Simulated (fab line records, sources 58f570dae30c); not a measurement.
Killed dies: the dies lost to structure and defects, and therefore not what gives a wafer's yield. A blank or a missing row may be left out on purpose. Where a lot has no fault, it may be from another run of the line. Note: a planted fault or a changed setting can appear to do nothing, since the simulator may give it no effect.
One fault through the eyes of 2 desks | flow berkeleyCmos170 | each desk holds nothing but its own numbers, with what lay behind them at the end

== METROLOGY DESK ==
What the gauges read for every lot (on any tool): the sampled wafers with a number, averaged. A lot is out of limits, marked OUT, if its mean lies more than 4 standard deviations from the usual mean; the brackets give that distance.
Columns: A = V1_OVL at UCB170_V1_OVL_MEAS_13, usual 2 nm; B = M2_OVL at UCB170_M2_OVL_MEAS_16, usual 1 nm
lot  | first seen here | A  | B
L377 | day 8 08:08     | 10 | 1
L379 | day 8 19:59     | -6 | -5
L378 | day 8 20:16     | 7  | -2
L381 | day 8 20:32     | -7 | 3
L380 | day 8 20:52     | -0 | 1
L383 | day 9 08:32     | 1  | 5
L382 | day 9 09:52     | -2 | 0
L386 | day 10 10:26    | 3  | 9
L390 | day 10 22:24    | -2 | 2
L395 | day 11 19:30    | -6 | -3
L396 | day 12 01:55    | -3 | -5
L400 | day 12 19:57    | -1 | 5
L399 | day 12 22:42    | 1  | 3
L398 | day 12 23:40    | 6  | -1
Result from this desk: across the 14 lots, nothing is out of limits.

== TOOL OWNER'S DESK, plasmaAsher-01 ==
The tool's own readings at UCB170_PSD_STRIP_09 (strips in O2): means of the sampled wafers that have a number, for each lot that ran on this tool. A lot is out of limits, marked OUT, if its mean lies more than 4 standard deviations from the usual mean; the brackets give that distance.
Columns: A = drypumpMotorCurrentA at UCB170_PSD_STRIP_09, usual 5.66 A; B = oesProductAu at UCB170_PSD_STRIP_09, usual 0.603 a.u.; C = stripTimeToEndpointS at UCB170_PSD_STRIP_09, usual 29.19 s
lot  | first seen here | A    | B     | C
L381 | day 8 00:32     | 5.62 | 0.604 | 29.16
L382 | day 8 15:30     | 5.75 | 0.602 | 29.21
L386 | day 9 18:55     | 5.76 | 0.604 | 29.19
L390 | day 10 06:47    | 5.76 | 0.601 | 29.12
Result from this desk: across the 4 lots, nothing is out of limits.

== BROUGHT TOGETHER ==
Metrology desk: nothing out of limits seen.
The desk of the tool owner found nothing out of limits.

== WHAT THE SIMULATOR PUT IN ==
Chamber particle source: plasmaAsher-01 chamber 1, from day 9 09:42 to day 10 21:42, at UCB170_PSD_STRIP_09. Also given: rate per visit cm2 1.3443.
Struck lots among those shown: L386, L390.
